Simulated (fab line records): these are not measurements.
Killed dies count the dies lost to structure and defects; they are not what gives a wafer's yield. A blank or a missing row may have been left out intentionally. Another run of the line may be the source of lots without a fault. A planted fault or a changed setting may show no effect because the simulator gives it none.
fab line records / flow ritCmos / part 2 of 2: steps 28 to 38 of 38
record: lots: 5 wafers: 15 lastDay: 7
route steps=202 shown GATE@82 REOX@98 NLDD@103 PLDD@114
lots untouched by any fault: they come from a run of this same line in which no faults occurred
startH: start of the lot's first displayed wafer, in hours after the record's first day / waitH: hours elapsed since this lot's preceding step / " identical to the entry in the row above / L1.1+2: a single row standing in for several wafers / - no value present, or no start provided / * or withheld: withheld / < > ~ a bound
route shown NAME@n: NAME is a module with steps in the file, n the number in the route of the first one / usual: mean/standard deviation of fault-free wafers / same: alike in all rows / chamber/n: place in a boat / sites: per-site readings / _std_site: how widely they spread, as a standard deviation / _edge_site: inner sites' mean taken away from outer sites' mean / radiusMm: for every site, how far away it sits from the centre of the wafer / mask NAME#n: copy n / behind: the last tool/chamber to shape the wafer / hold: why the lot went on hold/how many hours it stayed there/how the hold came to an end / device: transistor that didn't switch, given as n, p or np / end of line: tests run on the same wafers once the route is complete / step lacking rows: just its recipe / killed: at the first sort, the dies lost to defects and structure; wafer yield is something else / map: per-die view of a wafer (x killed, . not killed, _ where there is no die)
set.NAME: the setting as run; set.NAME@STEP: as run at that earlier step / model.NAME: the simulator's own value behind a step, which no gauge read
a table for each step, a row for each wafer; lots at some steps of the route
services: the hour from which a tool's chamber was out of use, counted from the record's first day as startH (under 0 if before that day), plus the number of hours and why
== steps ==
step: RIT_NLDD_OVL_MEAS_06
usual: NLDD_OVL: 0.6/1.3
lot.wafer=L079.1 tool=overlay-02 chamber=- startH=66.76 waitH=- NLDD_OVL[nm]=-0.1
lot.wafer=L079.2 tool=overlay-02 chamber=- startH=66.76 waitH=- NLDD_OVL[nm]=-2.3
lot.wafer=L079.5 tool=overlay-02 chamber=- startH=66.76 waitH=- NLDD_OVL[nm]=-0.4
lot.wafer=L084.1 tool=overlay-01 chamber=- startH=91.49 waitH=- NLDD_OVL[nm]=0.5
lot.wafer=L084.2 tool=overlay-01 chamber=- startH=91.49 waitH=- NLDD_OVL[nm]=2.2
lot.wafer=L084.5 tool=overlay-01 chamber=- startH=91.49 waitH=- NLDD_OVL[nm]=0.9
lot.wafer=L085.3 tool=overlay-01 chamber=- startH=95.87 waitH=- NLDD_OVL[nm]=-1.3
lot.wafer=L085.4 tool=overlay-01 chamber=- startH=95.87 waitH=- NLDD_OVL[nm]=1.5
lot.wafer=L085.6 tool=overlay-01 chamber=- startH=95.87 waitH=- NLDD_OVL[nm]=1.2
lot.wafer=L091.3 tool=overlay-01 chamber=- startH=127.02 waitH=- NLDD_OVL[nm]=0.9
lot.wafer=L091.4 tool=overlay-01 chamber=- startH=127.02 waitH=- NLDD_OVL[nm]=2.3
lot.wafer=L091.5 tool=overlay-01 chamber=- startH=127.02 waitH=- NLDD_OVL[nm]=1.6
lot.wafer=L095.1 tool=overlay-01 chamber=- startH=150.10 waitH=- NLDD_OVL[nm]=0.4
lot.wafer=L095.3 tool=overlay-01 chamber=- startH=150.10 waitH=- NLDD_OVL[nm]=1.1
lot.wafer=L095.4 tool=overlay-01 chamber=- startH=150.10 waitH=- NLDD_OVL[nm]=-0.7
step: RIT_NLDD_HARDBAKE_07
recipe: resist: NOVOLAK tempC: 140 timeS: 60
usual: exhaustPa: 45.0/0.78 heaterPowerTotalW: 62.55/0.051
lot.wafer=L079.1 tool=lithoTrack-03 chamber=0 startH=66.79 waitH=0.0 exhaustPa=45.3 heaterPowerTotalW=62.63
lot.wafer=L079.2 tool=lithoTrack-03 chamber=0 startH=66.79 waitH=0.0 exhaustPa=45.9 heaterPowerTotalW=62.48
lot.wafer=L079.5 tool=lithoTrack-03 chamber=0 startH=66.79 waitH=0.0 exhaustPa=45.2 heaterPowerTotalW=62.50
lot.wafer=L084.1 tool=lithoTrack-04 chamber=0 startH=91.52 waitH=0.0 exhaustPa=44.0 heaterPowerTotalW=62.62
lot.wafer=L084.2 tool=lithoTrack-04 chamber=0 startH=91.52 waitH=0.0 exhaustPa=44.7 heaterPowerTotalW=62.54
lot.wafer=L084.5 tool=lithoTrack-04 chamber=0 startH=91.52 waitH=0.0 exhaustPa=44.1 heaterPowerTotalW=62.59
lot.wafer=L085.3 tool=lithoTrack-01 chamber=0 startH=95.94 waitH=0.1 exhaustPa=46.3 heaterPowerTotalW=62.53
lot.wafer=L085.4 tool=lithoTrack-01 chamber=0 startH=95.94 waitH=0.1 exhaustPa=46.0 heaterPowerTotalW=62.50
lot.wafer=L085.6 tool=lithoTrack-01 chamber=0 startH=95.94 waitH=0.1 exhaustPa=45.9 heaterPowerTotalW=62.55
lot.wafer=L091.3 tool=lithoTrack-01 chamber=0 startH=127.09 waitH=0.1 exhaustPa=44.4 heaterPowerTotalW=62.55
lot.wafer=L091.4 tool=lithoTrack-01 chamber=0 startH=127.09 waitH=0.1 exhaustPa=44.9 heaterPowerTotalW=62.63
lot.wafer=L091.5 tool=lithoTrack-01 chamber=0 startH=127.09 waitH=0.1 exhaustPa=45.1 heaterPowerTotalW=62.54
lot.wafer=L095.1 tool=lithoTrack-01 chamber=0 startH=150.14 waitH=0.0 exhaustPa=44.6 heaterPowerTotalW=62.58
lot.wafer=L095.3 tool=lithoTrack-01 chamber=0 startH=150.14 waitH=0.0 exhaustPa=46.1 heaterPowerTotalW=62.59
lot.wafer=L095.4 tool=lithoTrack-01 chamber=0 startH=150.14 waitH=0.0 exhaustPa=44.1 heaterPowerTotalW=62.57
step: RIT_NLDD_IMPLANT_08
recipe: species: P energyKev: 20 doseCm2: 5e+14 tiltDeg: 7
lot.wafer=L079.1+2+5 tool=implanter-04 chamber=0 startH=66.94 waitH=0.1
lot.wafer=L084.1+2+5 tool=implanter-04 chamber=0 startH=91.67 waitH=0.1
lot.wafer=L085.3+4+6 tool=implanter-04 chamber=0 startH=96.09 waitH=0.1
lot.wafer=L091.3+4+5 tool=implanter-02 chamber=0 startH=127.24 waitH=0.1
lot.wafer=L095.1+3+4 tool=implanter-03 chamber=0 startH=150.29 waitH=0.1
step: RIT_NLDD_STRIP_09
recipe: chemistry: O2 timeS: 180 resist: NOVOLAK platenTempC: withheld powerW: 500 pressureMtorr: 4000 o2FlowSccm: 4000
usual: drypumpMotorCurrentA: 5.43/0.23
lot.wafer=L079.1 tool=plasmaAsher-03 chamber=0 startH=67.09 waitH=0.1 drypumpMotorCurrentA=5.96 rfHoursCounterH=42
lot.wafer=L079.2 tool=plasmaAsher-03 chamber=1 startH=67.09 waitH=0.1 drypumpMotorCurrentA=5.39 rfHoursCounterH=42
lot.wafer=L079.5 tool=plasmaAsher-03 chamber=1 startH=67.09 waitH=0.1 drypumpMotorCurrentA=5.40 rfHoursCounterH=-
lot.wafer=L084.1 tool=plasmaAsher-01 chamber=0 startH=91.82 waitH=0.1 drypumpMotorCurrentA=5.36 rfHoursCounterH=46
lot.wafer=L084.2 tool=plasmaAsher-01 chamber=1 startH=91.82 waitH=0.1 drypumpMotorCurrentA=5.28 rfHoursCounterH=46
lot.wafer=L084.5 tool=plasmaAsher-01 chamber=0 startH=91.82 waitH=0.1 drypumpMotorCurrentA=5.36 rfHoursCounterH=-
lot.wafer=L085.3 tool=plasmaAsher-01 chamber=0 startH=96.25 waitH=0.1 drypumpMotorCurrentA=5.37 rfHoursCounterH=-
lot.wafer=L085.4 tool=plasmaAsher-01 chamber=1 startH=96.25 waitH=0.1 drypumpMotorCurrentA=5.27 rfHoursCounterH=-
lot.wafer=L085.6 tool=plasmaAsher-01 chamber=1 startH=96.25 waitH=0.1 drypumpMotorCurrentA=5.26 rfHoursCounterH=-
lot.wafer=L091.3 tool=plasmaAsher-04 chamber=0 startH=127.40 waitH=0.1 drypumpMotorCurrentA=5.38 rfHoursCounterH=-
lot.wafer=L091.4 tool=plasmaAsher-04 chamber=1 startH=127.40 waitH=0.1 drypumpMotorCurrentA=5.27 rfHoursCounterH=-
lot.wafer=L091.5 tool=plasmaAsher-04 chamber=1 startH=127.40 waitH=0.1 drypumpMotorCurrentA=5.29 rfHoursCounterH=-
lot.wafer=L095.1 tool=plasmaAsher-01 chamber=1 startH=150.44 waitH=0.1 drypumpMotorCurrentA=5.26 rfHoursCounterH=4
lot.wafer=L095.3 tool=plasmaAsher-01 chamber=1 startH=150.44 waitH=0.1 drypumpMotorCurrentA=5.26 rfHoursCounterH=-
lot.wafer=L095.4 tool=plasmaAsher-01 chamber=0 startH=150.44 waitH=0.1 drypumpMotorCurrentA=5.35 rfHoursCounterH=-
step: RIT_NLDD_TW_MEAS_10
usual: NLDD_TW: 2461/14
lot.wafer=L079.1 tool=filmMetro-01 chamber=- startH=67.27 waitH=0.1 NLDD_TW=2436
lot.wafer=L079.2 tool=filmMetro-01 chamber=- startH=67.27 waitH=0.1 NLDD_TW=2449
lot.wafer=L079.5 tool=filmMetro-01 chamber=- startH=67.27 waitH=0.1 NLDD_TW=2445
lot.wafer=L084.1 tool=filmMetro-03 chamber=- startH=92.00 waitH=0.1 NLDD_TW=2492
lot.wafer=L084.2 tool=filmMetro-03 chamber=- startH=92.00 waitH=0.1 NLDD_TW=2482
lot.wafer=L084.5 tool=filmMetro-03 chamber=- startH=92.00 waitH=0.1 NLDD_TW=2482
lot.wafer=L085.3 tool=filmMetro-03 chamber=- startH=96.38 waitH=0.1 NLDD_TW=2458
lot.wafer=L085.4 tool=filmMetro-03 chamber=- startH=96.38 waitH=0.1 NLDD_TW=2478
lot.wafer=L085.6 tool=filmMetro-03 chamber=- startH=96.38 waitH=0.1 NLDD_TW=2467
lot.wafer=L091.3 tool=filmMetro-03 chamber=- startH=127.54 waitH=0.1 NLDD_TW=2475
lot.wafer=L091.4 tool=filmMetro-03 chamber=- startH=127.54 waitH=0.1 NLDD_TW=2487
lot.wafer=L091.5 tool=filmMetro-03 chamber=- startH=127.54 waitH=0.1 NLDD_TW=2483
lot.wafer=L095.1 tool=filmMetro-02 chamber=- startH=150.61 waitH=0.1 NLDD_TW=2451
lot.wafer=L095.3 tool=filmMetro-02 chamber=- startH=150.61 waitH=0.1 NLDD_TW=2454
lot.wafer=L095.4 tool=filmMetro-02 chamber=- startH=150.61 waitH=0.1 NLDD_TW=2457
step: RIT_PLDD_HMDS_00
recipe: primeTimeS: 60 primeTempC: 140
usual: exhaustPa: 45.2/0.87
lot.wafer=L079.1 tool=lithoTrack-02 chamber=0 startH=67.33 waitH=0.1 exhaustPa=45.1
lot.wafer=L079.2 tool=lithoTrack-02 chamber=0 startH=67.33 waitH=0.1 exhaustPa=45.9
lot.wafer=L079.5 tool=lithoTrack-02 chamber=0 startH=67.33 waitH=0.1 exhaustPa=46.0
lot.wafer=L084.1 tool=lithoTrack-02 chamber=0 startH=92.06 waitH=0.1 exhaustPa=43.9
lot.wafer=L084.2 tool=lithoTrack-02 chamber=0 startH=92.06 waitH=0.1 exhaustPa=45.3
lot.wafer=L084.5 tool=lithoTrack-02 chamber=0 startH=92.06 waitH=0.1 exhaustPa=43.3
lot.wafer=L085.3 tool=lithoTrack-02 chamber=0 startH=96.50 waitH=0.1 exhaustPa=44.7
lot.wafer=L085.4 tool=lithoTrack-02 chamber=0 startH=96.50 waitH=0.1 exhaustPa=43.7
lot.wafer=L085.6 tool=lithoTrack-02 chamber=0 startH=96.50 waitH=0.1 exhaustPa=44.7
lot.wafer=L091.3 tool=lithoTrack-01 chamber=0 startH=127.63 waitH=0.1 exhaustPa=44.7
lot.wafer=L091.4 tool=lithoTrack-01 chamber=0 startH=127.63 waitH=0.1 exhaustPa=44.8
lot.wafer=L091.5 tool=lithoTrack-01 chamber=0 startH=127.63 waitH=0.1 exhaustPa=45.1
lot.wafer=L095.1 tool=lithoTrack-04 chamber=0 startH=150.67 waitH=0.1 exhaustPa=44.8
lot.wafer=L095.3 tool=lithoTrack-04 chamber=0 startH=150.67 waitH=0.1 exhaustPa=45.1
lot.wafer=L095.4 tool=lithoTrack-04 chamber=0 startH=150.67 waitH=0.1 exhaustPa=44.1
step: RIT_PLDD_COAT_01
recipe: resist: NOVOLAK spinRpm: 3250 resistThkNm: 1000
usual: exhaustPa: 45.1/0.96
lot.wafer=L079.1 tool=lithoTrack-02 chamber=0 startH=67.48 waitH=0.1 exhaustPa=44.6
lot.wafer=L079.2 tool=lithoTrack-02 chamber=0 startH=67.48 waitH=0.1 exhaustPa=44.4
lot.wafer=L079.5 tool=lithoTrack-02 chamber=0 startH=67.48 waitH=0.1 exhaustPa=43.4
lot.wafer=L084.1 tool=lithoTrack-02 chamber=0 startH=92.21 waitH=0.1 exhaustPa=45.2
lot.wafer=L084.2 tool=lithoTrack-02 chamber=0 startH=92.21 waitH=0.1 exhaustPa=44.9
lot.wafer=L084.5 tool=lithoTrack-02 chamber=0 startH=92.21 waitH=0.1 exhaustPa=46.1
lot.wafer=L085.3 tool=lithoTrack-02 chamber=0 startH=96.65 waitH=0.1 exhaustPa=45.7
lot.wafer=L085.4 tool=lithoTrack-02 chamber=0 startH=96.65 waitH=0.1 exhaustPa=44.3
lot.wafer=L085.6 tool=lithoTrack-02 chamber=0 startH=96.65 waitH=0.1 exhaustPa=45.6
lot.wafer=L091.3 tool=lithoTrack-01 chamber=0 startH=127.78 waitH=0.1 exhaustPa=42.9
lot.wafer=L091.4 tool=lithoTrack-01 chamber=0 startH=127.78 waitH=0.1 exhaustPa=43.7
lot.wafer=L091.5 tool=lithoTrack-01 chamber=0 startH=127.78 waitH=0.1 exhaustPa=43.3
lot.wafer=L095.1 tool=lithoTrack-04 chamber=0 startH=150.82 waitH=0.1 exhaustPa=46.0
lot.wafer=L095.3 tool=lithoTrack-04 chamber=0 startH=150.82 waitH=0.1 exhaustPa=45.3
lot.wafer=L095.4 tool=lithoTrack-04 chamber=0 startH=150.82 waitH=0.1 exhaustPa=45.0
step: RIT_PLDD_SOFTBAKE_02
recipe: resist: NOVOLAK tempC: 90 timeS: 60
usual: exhaustPa: 45.0/0.83 heaterPowerTotalW: 34.57/0.045
lot.wafer=L079.1 tool=lithoTrack-02 chamber=0 startH=67.63 waitH=0.1 exhaustPa=45.2 heaterPowerTotalW=34.59
lot.wafer=L079.2 tool=lithoTrack-02 chamber=0 startH=67.63 waitH=0.1 exhaustPa=44.6 heaterPowerTotalW=34.59
lot.wafer=L079.5 tool=lithoTrack-02 chamber=0 startH=67.63 waitH=0.1 exhaustPa=46.7 heaterPowerTotalW=34.51
lot.wafer=L084.1 tool=lithoTrack-02 chamber=0 startH=92.36 waitH=0.1 exhaustPa=45.0 heaterPowerTotalW=34.58
lot.wafer=L084.2 tool=lithoTrack-02 chamber=0 startH=92.36 waitH=0.1 exhaustPa=43.4 heaterPowerTotalW=34.55
lot.wafer=L084.5 tool=lithoTrack-02 chamber=0 startH=92.36 waitH=0.1 exhaustPa=45.1 heaterPowerTotalW=34.47
lot.wafer=L085.3 tool=lithoTrack-02 chamber=0 startH=96.80 waitH=0.1 exhaustPa=45.1 heaterPowerTotalW=34.60
lot.wafer=L085.4 tool=lithoTrack-02 chamber=0 startH=96.80 waitH=0.1 exhaustPa=44.8 heaterPowerTotalW=34.65
lot.wafer=L085.6 tool=lithoTrack-02 chamber=0 startH=96.80 waitH=0.1 exhaustPa=44.7 heaterPowerTotalW=34.56
lot.wafer=L091.3 tool=lithoTrack-01 chamber=0 startH=127.93 waitH=0.1 exhaustPa=45.6 heaterPowerTotalW=34.58
lot.wafer=L091.4 tool=lithoTrack-01 chamber=0 startH=127.93 waitH=0.1 exhaustPa=45.6 heaterPowerTotalW=34.59
lot.wafer=L091.5 tool=lithoTrack-01 chamber=0 startH=127.93 waitH=0.1 exhaustPa=45.1 heaterPowerTotalW=34.52
lot.wafer=L095.1 tool=lithoTrack-04 chamber=0 startH=150.97 waitH=0.1 exhaustPa=43.2 heaterPowerTotalW=34.47
lot.wafer=L095.3 tool=lithoTrack-04 chamber=0 startH=150.97 waitH=0.1 exhaustPa=46.1 heaterPowerTotalW=34.61
lot.wafer=L095.4 tool=lithoTrack-04 chamber=0 startH=150.97 waitH=0.1 exhaustPa=43.9 heaterPowerTotalW=34.61
step: RIT_PLDD_EXPOSE_03
recipe: maskId: M8 na: 0.57 targetCdNm: 40900 doseMj: 250
lot.wafer=L079.1+2+5 tool=ilineStepper-01 chamber=0 startH=67.90 waitH=0.2 mask=M8#0
lot.wafer=L084.1+2+5 tool=ilineStepper-01 chamber=0 startH=92.51 waitH=0.1 mask=M8#0
lot.wafer=L085.3+4+6 tool=ilineStepper-01 chamber=0 startH=96.94 waitH=0.1 mask=M8#0
lot.wafer=L091.3+4+5 tool=ilineStepper-02 chamber=0 startH=128.09 waitH=0.1 mask=M8#0
lot.wafer=L095.1+3+4 tool=ilineStepper-01 chamber=0 startH=151.12 waitH=0.1 mask=M8#0
step: RIT_PLDD_PEB_04
recipe: resist: NOVOLAK tempC: withheld timeS: withheld
usual: exhaustPa: 44.9/0.88
lot.wafer=L079.1 tool=lithoTrack-04 chamber=0 startH=68.02 waitH=0.1 exhaustPa=44.8
lot.wafer=L079.2 tool=lithoTrack-04 chamber=0 startH=68.02 waitH=0.1 exhaustPa=46.0
lot.wafer=L079.5 tool=lithoTrack-04 chamber=0 startH=68.02 waitH=0.1 exhaustPa=45.7
lot.wafer=L084.1 tool=lithoTrack-02 chamber=0 startH=92.62 waitH=0.1 exhaustPa=45.1
lot.wafer=L084.2 tool=lithoTrack-02 chamber=0 startH=92.62 waitH=0.1 exhaustPa=44.9
lot.wafer=L084.5 tool=lithoTrack-02 chamber=0 startH=92.62 waitH=0.1 exhaustPa=44.4
lot.wafer=L085.3 tool=lithoTrack-04 chamber=0 startH=97.07 waitH=0.1 exhaustPa=44.6
lot.wafer=L085.4 tool=lithoTrack-04 chamber=0 startH=97.07 waitH=0.1 exhaustPa=46.6
lot.wafer=L085.6 tool=lithoTrack-04 chamber=0 startH=97.07 waitH=0.1 exhaustPa=45.7
lot.wafer=L091.3 tool=lithoTrack-01 chamber=0 startH=128.22 waitH=0.1 exhaustPa=43.5
lot.wafer=L091.4 tool=lithoTrack-01 chamber=0 startH=128.22 waitH=0.1 exhaustPa=44.0
lot.wafer=L091.5 tool=lithoTrack-01 chamber=0 startH=128.22 waitH=0.1 exhaustPa=44.0
lot.wafer=L095.1 tool=lithoTrack-01 chamber=0 startH=151.24 waitH=0.1 exhaustPa=45.1
lot.wafer=L095.3 tool=lithoTrack-01 chamber=0 startH=151.24 waitH=0.1 exhaustPa=44.6
lot.wafer=L095.4 tool=lithoTrack-01 chamber=0 startH=151.24 waitH=0.1 exhaustPa=45.4
step: RIT_PLDD_DEVELOP_05
recipe: resist: NOVOLAK developTimeS: 50 devTempC: 23.98
usual: developerTempC: 23.98/0.1 exhaustPa: 45.1/0.93
lot.wafer=L079.1 tool=lithoTrack-04 chamber=0 startH=- waitH=- developerTempC=24.11 exhaustPa=44.4
lot.wafer=L079.2 tool=lithoTrack-04 chamber=0 startH=- waitH=- developerTempC=23.96 exhaustPa=44.2
lot.wafer=L079.5 tool=lithoTrack-04 chamber=0 startH=- waitH=- developerTempC=24.11 exhaustPa=43.9
lot.wafer=L084.1 tool=lithoTrack-02 chamber=0 startH=- waitH=- developerTempC=23.88 exhaustPa=44.1
lot.wafer=L084.2 tool=lithoTrack-02 chamber=0 startH=- waitH=- developerTempC=24.05 exhaustPa=46.3
lot.wafer=L084.5 tool=lithoTrack-02 chamber=0 startH=- waitH=- developerTempC=24.02 exhaustPa=44.7
lot.wafer=L085.3 tool=lithoTrack-04 chamber=0 startH=- waitH=- developerTempC=24.07 exhaustPa=45.5
lot.wafer=L085.4 tool=lithoTrack-04 chamber=0 startH=- waitH=- developerTempC=24.02 exhaustPa=45.5
lot.wafer=L085.6 tool=lithoTrack-04 chamber=0 startH=- waitH=- developerTempC=24.18 exhaustPa=44.9
lot.wafer=L091.3 tool=lithoTrack-01 chamber=0 startH=- waitH=- developerTempC=24.11 exhaustPa=45.3
lot.wafer=L091.4 tool=lithoTrack-01 chamber=0 startH=- waitH=- developerTempC=24.10 exhaustPa=45.0
lot.wafer=L091.5 tool=lithoTrack-01 chamber=0 startH=- waitH=- developerTempC=24.01 exhaustPa=45.5
lot.wafer=L095.1 tool=lithoTrack-01 chamber=0 startH=- waitH=- developerTempC=23.89 exhaustPa=46.3
lot.wafer=L095.3 tool=lithoTrack-01 chamber=0 startH=- waitH=- developerTempC=24.05 exhaustPa=46.5
lot.wafer=L095.4 tool=lithoTrack-01 chamber=0 startH=- waitH=- developerTempC=24.02 exhaustPa=46.2
== services ==
tool=lpcvd-02 chamber=- startH=37.68 hours=1.6 kind=repair
tool=rieSi-02 chamber=- startH=41.77 hours=14.6 kind=pm
tool=implanter-02 chamber=- startH=44.18 hours=7.1 kind=repair
tool=wetBench-03 chamber=- startH=52.86 hours=0.9 kind=repair
tool=plasmaAsher-04 chamber=- startH=59.66 hours=0.8 kind=repair
tool=implanter-03 chamber=- startH=72.95 hours=3.6 kind=repair
tool=implanter-04 chamber=- startH=77.54 hours=1.0 kind=repair
tool=plasmaAsher-01 chamber=- startH=77.77 hours=2.8 kind=pm
tool=implanter-04 chamber=- startH=81.70 hours=2.8 kind=repair
tool=furnace-03 chamber=- startH=83.65 hours=2.4 kind=pm
tool=implanter-02 chamber=- startH=89.40 hours=6.8 kind=repair
tool=implanter-02 chamber=- startH=94.09 hours=1.1 kind=repair
tool=ilineStepper-02 chamber=- startH=96.81 hours=14.0 kind=repair
tool=plasmaAsher-02 chamber=- startH=105.46 hours=2.7 kind=repair
tool=plasmaAsher-01 chamber=- startH=108.75 hours=9.0 kind=pm
tool=plasmaAsher-01 chamber=0 startH=108.75 hours=9.0 kind=ventCycle
tool=plasmaAsher-01 chamber=1 startH=108.75 hours=9.0 kind=ventCycle
tool=ilineStepper-01 chamber=- startH=110.81 hours=1.7 kind=pm
tool=plasmaAsher-01 chamber=0 startH=117.75 hours=- kind=clean
tool=plasmaAsher-01 chamber=1 startH=117.75 hours=- kind=clean
tool=implanter-02 chamber=- startH=134.38 hours=5.2 kind=pm
tool=implanter-03 chamber=- startH=135.18 hours=6.8 kind=repair
tool=plasmaAsher-03 chamber=- startH=142.47 hours=3.9 kind=repair
tool=plasmaAsher-02 chamber=- startH=143.78 hours=2.8 kind=repair
